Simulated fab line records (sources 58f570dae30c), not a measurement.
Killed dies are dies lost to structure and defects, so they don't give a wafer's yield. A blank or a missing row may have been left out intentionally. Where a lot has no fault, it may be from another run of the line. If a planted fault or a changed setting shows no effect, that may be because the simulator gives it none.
fab line records || flow berkeley_cmos170 || part 2 of 2: steps 29 to 38 of 38
[record] {"lots": 5, "wafers": 15, "last_day": 12}
route steps=331 shown PWELL@52 WELLDRIVE@55 ACTIVE@60 PFIELD@79 FIELD@89
lots that met no fault: taken from a fault-free run of the same line
start_h: start of the lot's first displayed wafer, in hours after the record's first day || wait_h: how many hours have passed since the lot's step before this one || " as in the row above || L1.1+2: several wafers, shown together as one row || - no value, or no start given || * or withheld: withheld || < > ~ a bound
route shown NAME@n: a module of which the file shows steps, and the number in the route of the first || usual: the fault-free wafers' mean and standard deviation || same: alike in all rows || chamber/n: place in a boat || sites: readings site by site || _std_site: the values' standard deviation || _edge_site: mean of outer sites minus mean of inner sites || radius_mm: for every site, how far away it sits from the centre of the wafer || mask NAME#n: copy n || behind: the last tool/chamber to shape the wafer || hold: reason for holding the lot/hours on hold/outcome of the hold || device: names the non-switching transistor (n, p or np) || end of line: at the end of the route, the tests of the same wafers || a step given without rows: its recipe and nothing more || killed: dies lost to structure and defects at the first sort, not the wafer's yield || map: the dies of a wafer, with x for killed, . for not killed, _ for no die there
set.NAME: setting as actually run; set.NAME@STEP: the setting as run at that earlier step || model.NAME: the simulator's own value behind a step, which no gauge read
lots seen at some steps along the route; tables by step, rows by wafer
services: when a tool's chamber went out of use (start_h, in hours from the record's first day, below 0 if earlier), for how many hours, and the reason
[[steps]]
[step UCB170_PFIELD_COAT_01]
[recipe] {"resist": "KrF", "spin_rpm": 1500, "resist_thk_nm": 900}
[usual] {"resist_line_temp_C": "23.01/0.12"}
{"lot.wafer": "L078.3", "tool": "litho_track-02", "chamber": 0, "start_h": 115.88, "wait_h": 0.1, "resist_line_temp_C": 23.01}
{"lot.wafer": "L078.4", "tool": "litho_track-02", "chamber": 0, "start_h": 115.88, "wait_h": 0.1, "resist_line_temp_C": 23.07}
{"lot.wafer": "L078.5", "tool": "litho_track-02", "chamber": 0, "start_h": 115.88, "wait_h": 0.1, "resist_line_temp_C": 23.17}
{"lot.wafer": "L082.1", "tool": "litho_track-01", "chamber": 0, "start_h": 129.39, "wait_h": 0.1, "resist_line_temp_C": 23.08}
{"lot.wafer": "L082.2", "tool": "litho_track-01", "chamber": 0, "start_h": 129.39, "wait_h": 0.1, "resist_line_temp_C": 23.05}
{"lot.wafer": "L082.6", "tool": "litho_track-01", "chamber": 0, "start_h": 129.39, "wait_h": 0.1, "resist_line_temp_C": 22.96}
{"lot.wafer": "L083.2", "tool": "litho_track-01", "chamber": 0, "start_h": 140.20, "wait_h": 0.1, "resist_line_temp_C": 23.19}
{"lot.wafer": "L083.3", "tool": "litho_track-01", "chamber": 0, "start_h": 140.20, "wait_h": 0.1, "resist_line_temp_C": 22.93}
{"lot.wafer": "L083.5", "tool": "litho_track-01", "chamber": 0, "start_h": 140.20, "wait_h": 0.1, "resist_line_temp_C": 23.09}
{"lot.wafer": "L090.1", "tool": "litho_track-04", "chamber": 0, "start_h": 177.85, "wait_h": 0.1, "resist_line_temp_C": 22.90}
{"lot.wafer": "L090.2", "tool": "litho_track-04", "chamber": 0, "start_h": 177.85, "wait_h": 0.1, "resist_line_temp_C": 22.91}
{"lot.wafer": "L090.5", "tool": "litho_track-04", "chamber": 0, "start_h": 177.85, "wait_h": 0.1, "resist_line_temp_C": 22.97}
{"lot.wafer": "L092.2", "tool": "litho_track-01", "chamber": 0, "start_h": 183.80, "wait_h": 0.1, "resist_line_temp_C": 22.86}
{"lot.wafer": "L092.5", "tool": "litho_track-01", "chamber": 0, "start_h": 183.80, "wait_h": 0.1, "resist_line_temp_C": 23.04}
{"lot.wafer": "L092.6", "tool": "litho_track-01", "chamber": 0, "start_h": 183.80, "wait_h": 0.1, "resist_line_temp_C": 22.98}
[step UCB170_PFIELD_SOFTBAKE_02]
[recipe] {"resist": "KrF", "temp_c": 130, "time_s": 60}
[usual] {"resist_line_temp_C": "23.02/0.12"}
{"lot.wafer": "L078.3", "tool": "litho_track-02", "chamber": 0, "start_h": 116.03, "wait_h": 0.1, "resist_line_temp_C": 22.92}
{"lot.wafer": "L078.4", "tool": "litho_track-02", "chamber": 0, "start_h": 116.03, "wait_h": 0.1, "resist_line_temp_C": 23.10}
{"lot.wafer": "L078.5", "tool": "litho_track-02", "chamber": 0, "start_h": 116.03, "wait_h": 0.1, "resist_line_temp_C": 22.95}
{"lot.wafer": "L082.1", "tool": "litho_track-01", "chamber": 0, "start_h": 129.54, "wait_h": 0.1, "resist_line_temp_C": 23.14}
{"lot.wafer": "L082.2", "tool": "litho_track-01", "chamber": 0, "start_h": 129.54, "wait_h": 0.1, "resist_line_temp_C": 22.95}
{"lot.wafer": "L082.6", "tool": "litho_track-01", "chamber": 0, "start_h": 129.54, "wait_h": 0.1, "resist_line_temp_C": 22.99}
{"lot.wafer": "L083.2", "tool": "litho_track-01", "chamber": 0, "start_h": 140.35, "wait_h": 0.1, "resist_line_temp_C": 22.85}
{"lot.wafer": "L083.3", "tool": "litho_track-01", "chamber": 0, "start_h": 140.35, "wait_h": 0.1, "resist_line_temp_C": 22.81}
{"lot.wafer": "L083.5", "tool": "litho_track-01", "chamber": 0, "start_h": 140.35, "wait_h": 0.1, "resist_line_temp_C": 22.90}
{"lot.wafer": "L090.1", "tool": "litho_track-04", "chamber": 0, "start_h": 178.00, "wait_h": 0.1, "resist_line_temp_C": 22.88}
{"lot.wafer": "L090.2", "tool": "litho_track-04", "chamber": 0, "start_h": 178.00, "wait_h": 0.1, "resist_line_temp_C": 23.01}
{"lot.wafer": "L090.5", "tool": "litho_track-04", "chamber": 0, "start_h": 178.00, "wait_h": 0.1, "resist_line_temp_C": 23.05}
{"lot.wafer": "L092.2", "tool": "litho_track-01", "chamber": 0, "start_h": 183.95, "wait_h": 0.1, "resist_line_temp_C": 23.21}
{"lot.wafer": "L092.5", "tool": "litho_track-01", "chamber": 0, "start_h": 183.95, "wait_h": 0.1, "resist_line_temp_C": 22.93}
{"lot.wafer": "L092.6", "tool": "litho_track-01", "chamber": 0, "start_h": 183.95, "wait_h": 0.1, "resist_line_temp_C": 23.03}
[step UCB170_PFIELD_EXPOSE_03]
[recipe] {"mask_id": "PFIELD", "na": 0.5, "sigma_outer": 0.6, "source_shape": "conventional", "target_cd_nm": 1500, "dose_mj": 30}
{"lot.wafer": "L078.3+4+5", "tool": "krf_scanner-02", "chamber": 0, "start_h": 116.29, "wait_h": 0.2, "mask": "PFIELD#0"}
{"lot.wafer": "L082.1+2+6", "tool": "krf_scanner-01", "chamber": 0, "start_h": 129.84, "wait_h": 0.3, "mask": "PFIELD#0"}
{"lot.wafer": "L083.2+3+5", "tool": "krf_scanner-02", "chamber": 0, "start_h": 140.50, "wait_h": 0.1, "mask": "PFIELD#0"}
{"lot.wafer": "L090.1+2+5", "tool": "krf_scanner-01", "chamber": 0, "start_h": 178.27, "wait_h": 0.2, "mask": "PFIELD#0"}
{"lot.wafer": "L092.2+5+6", "tool": "krf_scanner-02", "chamber": 0, "start_h": 184.22, "wait_h": 0.2, "mask": "PFIELD#0"}
[step UCB170_PFIELD_PEB_04]
[recipe] {"peb_temp_c": 130, "peb_time_s": "withheld", "resist": "KrF"}
[usual] {"resist_line_temp_C": "23.00/0.11"}
{"lot.wafer": "L078.3", "tool": "litho_track-01", "chamber": 0, "start_h": 116.47, "wait_h": 0.2, "resist_line_temp_C": 23.17}
{"lot.wafer": "L078.4", "tool": "litho_track-01", "chamber": 0, "start_h": 116.47, "wait_h": 0.2, "resist_line_temp_C": 23.05}
{"lot.wafer": "L078.5", "tool": "litho_track-01", "chamber": 0, "start_h": 116.47, "wait_h": 0.2, "resist_line_temp_C": 23.16}
{"lot.wafer": "L082.1", "tool": "litho_track-04", "chamber": 0, "start_h": 130.45, "wait_h": 0.6, "resist_line_temp_C": 23.22}
{"lot.wafer": "L082.2", "tool": "litho_track-04", "chamber": 0, "start_h": 130.45, "wait_h": 0.6, "resist_line_temp_C": 23.08}
{"lot.wafer": "L082.6", "tool": "litho_track-04", "chamber": 0, "start_h": 130.45, "wait_h": 0.6, "resist_line_temp_C": 23.17}
{"lot.wafer": "L083.2", "tool": "litho_track-01", "chamber": 0, "start_h": 140.77, "wait_h": 0.3, "resist_line_temp_C": 22.97}
{"lot.wafer": "L083.3", "tool": "litho_track-01", "chamber": 0, "start_h": 140.77, "wait_h": 0.3, "resist_line_temp_C": 22.89}
{"lot.wafer": "L083.5", "tool": "litho_track-01", "chamber": 0, "start_h": 140.77, "wait_h": 0.3, "resist_line_temp_C": 22.97}
{"lot.wafer": "L090.1", "tool": "litho_track-01", "chamber": 0, "start_h": 178.61, "wait_h": 0.3, "resist_line_temp_C": 22.97}
{"lot.wafer": "L090.2", "tool": "litho_track-01", "chamber": 0, "start_h": 178.61, "wait_h": 0.3, "resist_line_temp_C": 22.96}
{"lot.wafer": "L090.5", "tool": "litho_track-01", "chamber": 0, "start_h": 178.61, "wait_h": 0.3, "resist_line_temp_C": 22.86}
{"lot.wafer": "L092.2", "tool": "litho_track-04", "chamber": 0, "start_h": 184.34, "wait_h": 0.1, "resist_line_temp_C": 22.96}
{"lot.wafer": "L092.5", "tool": "litho_track-04", "chamber": 0, "start_h": 184.34, "wait_h": 0.1, "resist_line_temp_C": 23.00}
{"lot.wafer": "L092.6", "tool": "litho_track-04", "chamber": 0, "start_h": 184.34, "wait_h": 0.1, "resist_line_temp_C": 22.93}
[step UCB170_PFIELD_DEVELOP_05]
[recipe] {"developer": "TMAH", "develop_time_s": 45, "resist": "KrF", "dev_temp_c": 21}
[usual] {"resist_line_temp_C": "22.99/0.12"}
{"lot.wafer": "L078.3", "tool": "litho_track-01", "chamber": 0, "start_h": "-", "wait_h": "-", "resist_line_temp_C": 23.13}
{"lot.wafer": "L078.4", "tool": "litho_track-01", "chamber": 0, "start_h": "-", "wait_h": "-", "resist_line_temp_C": 23.01}
{"lot.wafer": "L078.5", "tool": "litho_track-01", "chamber": 0, "start_h": "-", "wait_h": "-", "resist_line_temp_C": 22.91}
{"lot.wafer": "L082.1", "tool": "litho_track-04", "chamber": 0, "start_h": "-", "wait_h": "-", "resist_line_temp_C": 22.87}
{"lot.wafer": "L082.2", "tool": "litho_track-04", "chamber": 0, "start_h": "-", "wait_h": "-", "resist_line_temp_C": 22.98}
{"lot.wafer": "L082.6", "tool": "litho_track-04", "chamber": 0, "start_h": "-", "wait_h": "-", "resist_line_temp_C": 23.13}
{"lot.wafer": "L083.2", "tool": "litho_track-01", "chamber": 0, "start_h": "-", "wait_h": "-", "resist_line_temp_C": 23.07}
{"lot.wafer": "L083.3", "tool": "litho_track-01", "chamber": 0, "start_h": "-", "wait_h": "-", "resist_line_temp_C": 23.06}
{"lot.wafer": "L083.5", "tool": "litho_track-01", "chamber": 0, "start_h": "-", "wait_h": "-", "resist_line_temp_C": 22.92}
{"lot.wafer": "L090.1", "tool": "litho_track-01", "chamber": 0, "start_h": "-", "wait_h": "-", "resist_line_temp_C": 23.04}
{"lot.wafer": "L090.2", "tool": "litho_track-01", "chamber": 0, "start_h": "-", "wait_h": "-", "resist_line_temp_C": 22.96}
{"lot.wafer": "L090.5", "tool": "litho_track-01", "chamber": 0, "start_h": "-", "wait_h": "-", "resist_line_temp_C": 23.14}
{"lot.wafer": "L092.2", "tool": "litho_track-04", "chamber": 0, "start_h": "-", "wait_h": "-", "resist_line_temp_C": 23.10}
{"lot.wafer": "L092.5", "tool": "litho_track-04", "chamber": 0, "start_h": "-", "wait_h": "-", "resist_line_temp_C": 22.84}
{"lot.wafer": "L092.6", "tool": "litho_track-04", "chamber": 0, "start_h": "-", "wait_h": "-", "resist_line_temp_C": 22.97}
[step UCB170_PFIELD_OVL_MEAS_06]
[usual] {"PFIELD_OVL": "-7/6.1"}
{"lot.wafer": "L078.3", "tool": "overlay-01", "chamber": "-", "start_h": 116.71, "wait_h": "-", "PFIELD_OVL[nm]": 1}
{"lot.wafer": "L078.4", "tool": "overlay-01", "chamber": "-", "start_h": 116.71, "wait_h": "-", "PFIELD_OVL[nm]": -7}
{"lot.wafer": "L078.5", "tool": "overlay-01", "chamber": "-", "start_h": 116.71, "wait_h": "-", "PFIELD_OVL[nm]": 0}
{"lot.wafer": "L082.1", "tool": "overlay-01", "chamber": "-", "start_h": 130.72, "wait_h": "-", "PFIELD_OVL[nm]": -2}
{"lot.wafer": "L082.2", "tool": "overlay-01", "chamber": "-", "start_h": 130.72, "wait_h": "-", "PFIELD_OVL[nm]": -8}
{"lot.wafer": "L082.6", "tool": "overlay-01", "chamber": "-", "start_h": 130.72, "wait_h": "-", "PFIELD_OVL[nm]": -8}
{"lot.wafer": "L083.2", "tool": "overlay-01", "chamber": "-", "start_h": 141.03, "wait_h": "-", "PFIELD_OVL[nm]": -4}
{"lot.wafer": "L083.3", "tool": "overlay-01", "chamber": "-", "start_h": 141.03, "wait_h": "-", "PFIELD_OVL[nm]": -10}
{"lot.wafer": "L083.5", "tool": "overlay-01", "chamber": "-", "start_h": 141.03, "wait_h": "-", "PFIELD_OVL[nm]": -11}
{"lot.wafer": "L090.1", "tool": "overlay-01", "chamber": "-", "start_h": 178.88, "wait_h": "-", "PFIELD_OVL[nm]": -1}
{"lot.wafer": "L090.2", "tool": "overlay-01", "chamber": "-", "start_h": 178.88, "wait_h": "-", "PFIELD_OVL[nm]": -12}
{"lot.wafer": "L090.5", "tool": "overlay-01", "chamber": "-", "start_h": 178.88, "wait_h": "-", "PFIELD_OVL[nm]": -2}
{"lot.wafer": "L092.2", "tool": "overlay-02", "chamber": "-", "start_h": 184.59, "wait_h": "-", "PFIELD_OVL[nm]": -10}
{"lot.wafer": "L092.5", "tool": "overlay-02", "chamber": "-", "start_h": 184.59, "wait_h": "-", "PFIELD_OVL[nm]": 2}
{"lot.wafer": "L092.6", "tool": "overlay-02", "chamber": "-", "start_h": 184.59, "wait_h": "-", "PFIELD_OVL[nm]": 0}
[step UCB170_PFIELD_IMPLANT_07]
[recipe] {"species": "B", "dose_cm2": 2e+13, "energy_kev": 80, "tilt_deg": 7}
[usual] {"end_station_pressure_torr": "5.02e-06/2.9e-07", "tilt_deg": "7.006/0.022"}
{"lot.wafer": "L078.3", "tool": "implanter-02", "chamber": 0, "start_h": 116.79, "wait_h": 0.1, "end_station_pressure_torr": 5.44e-06, "tilt_deg": 7.001}
{"lot.wafer": "L078.4", "tool": "implanter-02", "chamber": 0, "start_h": 116.79, "wait_h": 0.1, "end_station_pressure_torr": 5.53e-06, "tilt_deg": 6.973}
{"lot.wafer": "L078.5", "tool": "implanter-02", "chamber": 0, "start_h": 116.79, "wait_h": 0.1, "end_station_pressure_torr": 4.99e-06, "tilt_deg": 7.010}
{"lot.wafer": "L082.1", "tool": "implanter-04", "chamber": 0, "start_h": 130.76, "wait_h": 0.0, "end_station_pressure_torr": 5.14e-06, "tilt_deg": 6.989}
{"lot.wafer": "L082.2", "tool": "implanter-04", "chamber": 0, "start_h": 130.76, "wait_h": 0.0, "end_station_pressure_torr": 4.93e-06, "tilt_deg": 6.993}
{"lot.wafer": "L082.6", "tool": "implanter-04", "chamber": 0, "start_h": 130.76, "wait_h": 0.0, "end_station_pressure_torr": 5.35e-06, "tilt_deg": 6.998}
{"lot.wafer": "L083.2", "tool": "implanter-02", "chamber": 0, "start_h": 141.08, "wait_h": 0.0, "end_station_pressure_torr": 4.89e-06, "tilt_deg": 7.021}
{"lot.wafer": "L083.3", "tool": "implanter-02", "chamber": 0, "start_h": 141.08, "wait_h": 0.0, "end_station_pressure_torr": 4.72e-06, "tilt_deg": 7.000}
{"lot.wafer": "L083.5", "tool": "implanter-02", "chamber": 0, "start_h": 141.08, "wait_h": 0.0, "end_station_pressure_torr": 5.38e-06, "tilt_deg": 7.011}
{"lot.wafer": "L090.1", "tool": "implanter-02", "chamber": 0, "start_h": 178.92, "wait_h": 0.0, "end_station_pressure_torr": 5.01e-06, "tilt_deg": 7.006}
{"lot.wafer": "L090.2", "tool": "implanter-02", "chamber": 0, "start_h": 178.92, "wait_h": 0.0, "end_station_pressure_torr": 4.43e-06, "tilt_deg": 6.970}
{"lot.wafer": "L090.5", "tool": "implanter-02", "chamber": 0, "start_h": 178.92, "wait_h": 0.0, "end_station_pressure_torr": 5.29e-06, "tilt_deg": 7.012}
{"lot.wafer": "L092.2", "tool": "implanter-01", "chamber": 0, "start_h": 184.65, "wait_h": 0.0, "end_station_pressure_torr": 4.81e-06, "tilt_deg": 7.044}
{"lot.wafer": "L092.5", "tool": "implanter-01", "chamber": 0, "start_h": 184.65, "wait_h": 0.0, "end_station_pressure_torr": 4.48e-06, "tilt_deg": 7.003}
{"lot.wafer": "L092.6", "tool": "implanter-01", "chamber": 0, "start_h": 184.65, "wait_h": 0.0, "end_station_pressure_torr": 5.01e-06, "tilt_deg": 7.014}
[step UCB170_PFIELD_STRIP_08]
[recipe] {"chemistry": "O2", "power_w": 400, "pressure_mtorr": 3500, "platen_temp_c": "withheld", "o2_flow_sccm": 400, "overash_fraction": 0.5}
[usual] {"drypump_motor_current_A": "5.7/0.59", "o2_flow_sccm": "400.1/1.3", "oes_product_au": "0.735/0.0048", "strip_time_to_endpoint_s": "21.61/0.052"}
{"lot.wafer": "L078.3", "tool": "plasma_asher-04", "chamber": 1, "start_h": 116.92, "wait_h": 0.1, "drypump_motor_current_A": 5.7, "o2_flow_sccm": 399.7, "oes_product_au": 0.733, "rf_hours_counter_h": "-", "strip_time_to_endpoint_s": 21.57}
{"lot.wafer": "L078.4", "tool": "plasma_asher-04", "chamber": 0, "start_h": 116.92, "wait_h": 0.1, "drypump_motor_current_A": 5.4, "o2_flow_sccm": 400.7, "oes_product_au": 0.734, "rf_hours_counter_h": "-", "strip_time_to_endpoint_s": 21.67}
{"lot.wafer": "L078.5", "tool": "plasma_asher-04", "chamber": 0, "start_h": 116.92, "wait_h": 0.1, "drypump_motor_current_A": 5.4, "o2_flow_sccm": 400.3, "oes_product_au": 0.733, "rf_hours_counter_h": "-", "strip_time_to_endpoint_s": 21.64}
{"lot.wafer": "L082.1", "tool": "plasma_asher-04", "chamber": 0, "start_h": 130.91, "wait_h": 0.1, "drypump_motor_current_A": 5.4, "o2_flow_sccm": 401.1, "oes_product_au": 0.729, "rf_hours_counter_h": 40, "strip_time_to_endpoint_s": 21.54}
{"lot.wafer": "L082.2", "tool": "plasma_asher-04", "chamber": 1, "start_h": 130.91, "wait_h": 0.1, "drypump_motor_current_A": 5.7, "o2_flow_sccm": 399.6, "oes_product_au": 0.734, "rf_hours_counter_h": 40, "strip_time_to_endpoint_s": 21.62}
{"lot.wafer": "L082.6", "tool": "plasma_asher-04", "chamber": 0, "start_h": 130.91, "wait_h": 0.1, "drypump_motor_current_A": 5.4, "o2_flow_sccm": 399.7, "oes_product_au": 0.735, "rf_hours_counter_h": "-", "strip_time_to_endpoint_s": 21.63}
{"lot.wafer": "L083.2", "tool": "plasma_asher-04", "chamber": 1, "start_h": 141.21, "wait_h": 0.1, "drypump_motor_current_A": 5.8, "o2_flow_sccm": 403.8, "oes_product_au": 0.732, "rf_hours_counter_h": 42, "strip_time_to_endpoint_s": 21.63}
{"lot.wafer": "L083.3", "tool": "plasma_asher-04", "chamber": 0, "start_h": 141.21, "wait_h": 0.1, "drypump_motor_current_A": 5.4, "o2_flow_sccm": 400.6, "oes_product_au": 0.730, "rf_hours_counter_h": "-", "strip_time_to_endpoint_s": 21.57}
{"lot.wafer": "L083.5", "tool": "plasma_asher-04", "chamber": 1, "start_h": 141.21, "wait_h": 0.1, "drypump_motor_current_A": 5.8, "o2_flow_sccm": 401.9, "oes_product_au": 0.735, "rf_hours_counter_h": "-", "strip_time_to_endpoint_s": 21.62}
{"lot.wafer": "L090.1", "tool": "plasma_asher-03", "chamber": 0, "start_h": 179.07, "wait_h": 0.1, "drypump_motor_current_A": 5.0, "o2_flow_sccm": 398.6, "oes_product_au": 0.741, "rf_hours_counter_h": 45, "strip_time_to_endpoint_s": 21.64}
{"lot.wafer": "L090.2", "tool": "plasma_asher-03", "chamber": 1, "start_h": 179.07, "wait_h": 0.1, "drypump_motor_current_A": 6.6, "o2_flow_sccm": 400.0, "oes_product_au": 0.728, "rf_hours_counter_h": 45, "strip_time_to_endpoint_s": 21.49}
{"lot.wafer": "L090.5", "tool": "plasma_asher-03", "chamber": 0, "start_h": 179.07, "wait_h": 0.1, "drypump_motor_current_A": 5.0, "o2_flow_sccm": 401.5, "oes_product_au": 0.728, "rf_hours_counter_h": "-", "strip_time_to_endpoint_s": 21.53}
{"lot.wafer": "L092.2", "tool": "plasma_asher-03", "chamber": 1, "start_h": 184.77, "wait_h": 0.1, "drypump_motor_current_A": 6.5, "o2_flow_sccm": 401.1, "oes_product_au": 0.743, "rf_hours_counter_h": 46, "strip_time_to_endpoint_s": 21.62}
{"lot.wafer": "L092.5", "tool": "plasma_asher-03", "chamber": 1, "start_h": 184.77, "wait_h": 0.1, "drypump_motor_current_A": 6.6, "o2_flow_sccm": 400.5, "oes_product_au": 0.728, "rf_hours_counter_h": "-", "strip_time_to_endpoint_s": 21.69}
{"lot.wafer": "L092.6", "tool": "plasma_asher-03", "chamber": 0, "start_h": 184.77, "wait_h": 0.1, "drypump_motor_current_A": 5.0, "o2_flow_sccm": 401.7, "oes_product_au": 0.737, "rf_hours_counter_h": "-", "strip_time_to_endpoint_s": 21.69}
[step UCB170_PFIELD_TW_MEAS_09]
[usual] {"PFIELD_TW": "601/3.9"}
{"lot.wafer": "L078.3", "tool": "film_metro-04", "chamber": "-", "start_h": 117.01, "wait_h": 0.1, "PFIELD_TW": 598}
{"lot.wafer": "L078.4", "tool": "film_metro-04", "chamber": "-", "start_h": 117.01, "wait_h": 0.1, "PFIELD_TW": 599}
{"lot.wafer": "L078.5", "tool": "film_metro-04", "chamber": "-", "start_h": 117.01, "wait_h": 0.1, "PFIELD_TW": 598}
{"lot.wafer": "L082.1", "tool": "film_metro-04", "chamber": "-", "start_h": 131.01, "wait_h": 0.1, "PFIELD_TW": 594}
{"lot.wafer": "L082.2", "tool": "film_metro-04", "chamber": "-", "start_h": 131.01, "wait_h": 0.1, "PFIELD_TW": 599}
{"lot.wafer": "L082.6", "tool": "film_metro-04", "chamber": "-", "start_h": 131.01, "wait_h": 0.1, "PFIELD_TW": 595}
{"lot.wafer": "L083.2", "tool": "film_metro-04", "chamber": "-", "start_h": 141.32, "wait_h": 0.1, "PFIELD_TW": 597}
{"lot.wafer": "L083.3", "tool": "film_metro-04", "chamber": "-", "start_h": 141.32, "wait_h": 0.1, "PFIELD_TW": 601}
{"lot.wafer": "L083.5", "tool": "film_metro-04", "chamber": "-", "start_h": 141.32, "wait_h": 0.1, "PFIELD_TW": 596}
{"lot.wafer": "L090.1", "tool": "film_metro-01", "chamber": "-", "start_h": 179.22, "wait_h": 0.1, "PFIELD_TW": 602}
{"lot.wafer": "L090.2", "tool": "film_metro-01", "chamber": "-", "start_h": 179.22, "wait_h": 0.1, "PFIELD_TW": 601}
{"lot.wafer": "L090.5", "tool": "film_metro-01", "chamber": "-", "start_h": 179.22, "wait_h": 0.1, "PFIELD_TW": 599}
{"lot.wafer": "L092.2", "tool": "film_metro-04", "chamber": "-", "start_h": 184.88, "wait_h": 0.1, "PFIELD_TW": 602}
{"lot.wafer": "L092.5", "tool": "film_metro-04", "chamber": "-", "start_h": 184.88, "wait_h": 0.1, "PFIELD_TW": 600}
{"lot.wafer": "L092.6", "tool": "film_metro-04", "chamber": "-", "start_h": 184.88, "wait_h": 0.1, "PFIELD_TW": 601}
[step UCB170_FIELD_CLEAN_00]
[recipe] {"chemistry": "dHF", "dilution": "25:1", "time_s": 7.5}
{"lot.wafer": "L078.3+4+5", "tool": "wet_bench-01", "chamber": 0, "start_h": 117.05, "wait_h": 0.0}
{"lot.wafer": "L082.1+2+6", "tool": "wet_bench-01", "chamber": 0, "start_h": 133.60, "wait_h": 2.6}
{"lot.wafer": "L083.2+3+5", "tool": "wet_bench-04", "chamber": 0, "start_h": 141.65, "wait_h": 0.3}
{"lot.wafer": "L090.1+2+5", "tool": "wet_bench-03", "chamber": 3, "start_h": 179.28, "wait_h": 0.1}
{"lot.wafer": "L092.2+5+6", "tool": "wet_bench-03", "chamber": 3, "start_h": 184.93, "wait_h": 0.0}
[[services]]
{"tool": "krf_scanner-01", "chamber": "-", "start_h": 64.65, "hours": 0.7, "kind": "repair"}
{"tool": "plasma_asher-01", "chamber": "-", "start_h": 66.64, "hours": 4.3, "kind": "pm"}
{"tool": "krf_scanner-02", "chamber": "-", "start_h": 72.11, "hours": 1.0, "kind": "pm"}
{"tool": "rie_diel-03", "chamber": 2, "start_h": 72.61, "hours": 10.7, "kind": "repair"}
{"tool": "plasma_asher-02", "chamber": "-", "start_h": 76.02, "hours": 2.8, "kind": "pm"}
{"tool": "plasma_asher-04", "chamber": "-", "start_h": 79.68, "hours": 6.4, "kind": "repair"}
{"tool": "rie_diel-03", "chamber": 1, "start_h": 86.44, "hours": 15.1, "kind": "repair"}
{"tool": "plasma_asher-04", "chamber": "-", "start_h": 90.94, "hours": 19.4, "kind": "pm"}
{"tool": "krf_scanner-02", "chamber": "-", "start_h": 95.09, "hours": 0.8, "kind": "repair"}
{"tool": "plasma_asher-03", "chamber": "-", "start_h": 101.27, "hours": 0.5, "kind": "repair"}
{"tool": "krf_scanner-01", "chamber": "-", "start_h": 107.39, "hours": 1.0, "kind": "pm"}
{"tool": "krf_scanner-02", "chamber": "-", "start_h": 111.89, "hours": 0.7, "kind": "repair"}
{"tool": "furnace-02", "chamber": "-", "start_h": 128.91, "hours": 4.5, "kind": "pm"}
{"tool": "rie_diel-02", "chamber": 3, "start_h": 135.07, "hours": 9.6, "kind": "repair"}
{"tool": "krf_scanner-01", "chamber": "-", "start_h": 135.56, "hours": 0.8, "kind": "pm"}
{"tool": "krf_scanner-01", "chamber": "-", "start_h": 140.84, "hours": 3.6, "kind": "pm"}
{"tool": "rie_diel-04", "chamber": 1, "start_h": 143.07, "hours": 13.3, "kind": "repair"}
{"tool": "rie_diel-02", "chamber": 2, "start_h": 144.22, "hours": 18.8, "kind": "repair"}
{"tool": "furnace-04", "chamber": "-", "start_h": 145.32, "hours": 4.8, "kind": "pm"}
{"tool": "krf_scanner-01", "chamber": "-", "start_h": 156.61, "hours": 1.8, "kind": "repair"}
{"tool": "furnace-02", "chamber": "-", "start_h": 157.96, "hours": 2.7, "kind": "pm"}
{"tool": "furnace-01", "chamber": "-", "start_h": 158.93, "hours": 3.5, "kind": "pm"}
{"tool": "lpcvd-02", "chamber": "-", "start_h": 159.36, "hours": 4.3, "kind": "pm"}
{"tool": "wet_bench-02", "chamber": "-", "start_h": 170.81, "hours": 4.4, "kind": "pm"}
